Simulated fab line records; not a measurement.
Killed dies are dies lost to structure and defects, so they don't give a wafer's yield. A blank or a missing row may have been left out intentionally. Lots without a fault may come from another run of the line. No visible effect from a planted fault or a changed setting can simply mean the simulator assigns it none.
Split-lot study -- flow berkeley cmos170 -- 23 wafers read from 5 lots, route of 331 steps

ON THE SPLIT
At UCB170_CONTACT_COAT_10 (resist thk 900 nm), the setting resist thk nm was moved away from the recipe's 900 nm on 10 of the 23 wafers read, by -3.5% to +4.4%. This setting was run at the recipe's value on the other wafers.

FROM THE SPLIT TO THE READING: what the file shows between them, 3 steps
- UCB170_CONTACT_SOFTBAKE_11: time 60 s
- UCB170_CONTACT_EXPOSE_12: exposes mask CONT, target cd 700 nm
- UCB170_CONTACT_ETCH_17: etches BARC in N2/H2

THE READING
KrF_of_CONTACT_COAT_10.thk nm (the simulator's own value, which no gauge read), in nm, at UCB170_CONTACT_ETCH_18 (etches PSG in CHF3/CF4/Ar, stops on TiSi2, target depth 840 nm, time 195 s). No usual value for it is given in the file. Across the 13 wafers here that went through the recipe, the average is 691.5 nm and the standard deviation 5.7 nm.

wafer,"tool, chamber at the split","resist thk nm as run, nm",against the recipe,"KrF_of_CONTACT_COAT_10.thk nm, nm",against lot-mates on the recipe
L079.2,"litho track-02, 0",900,recipe,688.5,-
L079.3,"litho track-02, 0",900,recipe,692,-
L079.6,"litho track-02, 0",900,recipe,692.9,-
L080.2,"litho track-02, 0",868.5,-3.5%,658.2,-42.1
L080.3,"litho track-02, 0",900,recipe,702.2,-
L080.4,"litho track-02, 0",900,recipe,698.4,-
L080.5,"litho track-02, 0",868.5,-3.5%,668.6,-31.7
L080.6,"litho track-02, 0",868.5,-3.5%,660.1,-40.2
L084.1,"litho track-03, 0",918.1,+2.0%,713.9,+21.5
L084.2,"litho track-03, 0",900,recipe,697.5,-
L084.3,"litho track-03, 0",900,recipe,687.2,-
L084.4,"litho track-03, 0",918.1,+2.0%,713.7,+21.4
L084.6,"litho track-03, 0",918.1,+2.0%,714.6,+22.2
L083.1,"litho track-01, 0",922.6,+2.5%,705.6,+17.2
L083.2,"litho track-01, 0",900,recipe,683.7,-
L083.4,"litho track-01, 0",900,recipe,696.6,-
L083.5,"litho track-01, 0",900,recipe,684.9,-
L083.6,"litho track-01, 0",922.6,+2.5%,708.4,+20.0
L085.1,"litho track-03, 0",900,recipe,684.1,-
L085.3,"litho track-03, 0",900,recipe,693.3,-
L085.4,"litho track-03, 0",939.4,+4.4%,728.9,+40.4
L085.5,"litho track-03, 0",939.4,+4.4%,733.1,+44.6
L085.6,"litho track-03, 0",900,recipe,688.1,-

FIT RESULTS
A straight line over all 23 wafers: KrF_of_CONTACT_COAT_10.thk nm changes by +8.64 nm for each +1% of resist thk nm; r = +0.96; the points scatter about the line by 5.6 nm.
The same after taking each lot's own level away (the mean of its wafers on the recipe; 23 wafers): +10.1 nm for each +1%; r = +0.98; scatter 4.3 nm.
According to that fit, moving resist thk nm by its largest amount changes the reading by 44 nm.
The span of the lots' own levels, 688.40 to 700.30 nm, comes to 2.1 times the standard deviation stated above.
In other words, the slope is changed by the lot-to-lot level; the two fits disagree.
Check: with one of the wafers moved furthest among these (+4.4%) left out of the fit, the line predicts +43.9 nm for it against its lot-mates. It came out at +40.4 nm against them.

OTHER SPLITS APPLIED TO THESE WAFERS
Note: prior to the reading, these wafers also went through further splits. Each is held against what the fit with the lots' levels taken away leaves over:
other split on the same wafers,wafers away from the commonest value,r with KrF_of_CONTACT_COAT_10.thk nm (lot level and that fit taken away)
UCB170_NWELL_CVD_04 sih2cl2 flow sccm,10,-0.17
UCB170_NWELL_COAT_07 resist thk nm,4,-0.35
UCB170_NWELL_ETCH_13 rf w,8,-0.06
UCB170_ACTIVE_CVD_05 nh3 flow sccm,18,-0.23
UCB170_PFIELD_COAT_01 resist thk nm,7,-0.11
UCB170_PFIELD_IMPLANT_07 energy kev,11,+0.20
UCB170_PLDD_PEB_04 peb temp c,10,+0.01
UCB170_BACKSIDE_COAT_01 resist thk nm,9,-0.24
UCB170_SILICIDE_SPUTTER_01 time s,6,+0.45

THE WHOLE CHAIN: every reading that the file lists as answering this split, in the file's order
step,what it does,reading,change (the file's fit),r (the file's)
UCB170_CONTACT_COAT_10,resist thk 900 nm,"KrF_of_CONTACT_COAT_10.thk nm (the simulator's own value, which no gauge read)",+9.16 nm for each +1% of the setting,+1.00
UCB170_CONTACT_ETCH_18,"etches PSG in CHF3/CF4/Ar, stops on TiSi2, target depth 840 nm, time 195 s","KrF_of_CONTACT_COAT_10.thk nm (the simulator's own value, which no gauge read)",+9.8 nm for each +1% of the setting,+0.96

THE FILE'S OWN FIT
KrF_of_CONTACT_COAT_10.thk nm changes by +9.8 nm for each +1% of resist thk nm, r = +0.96.
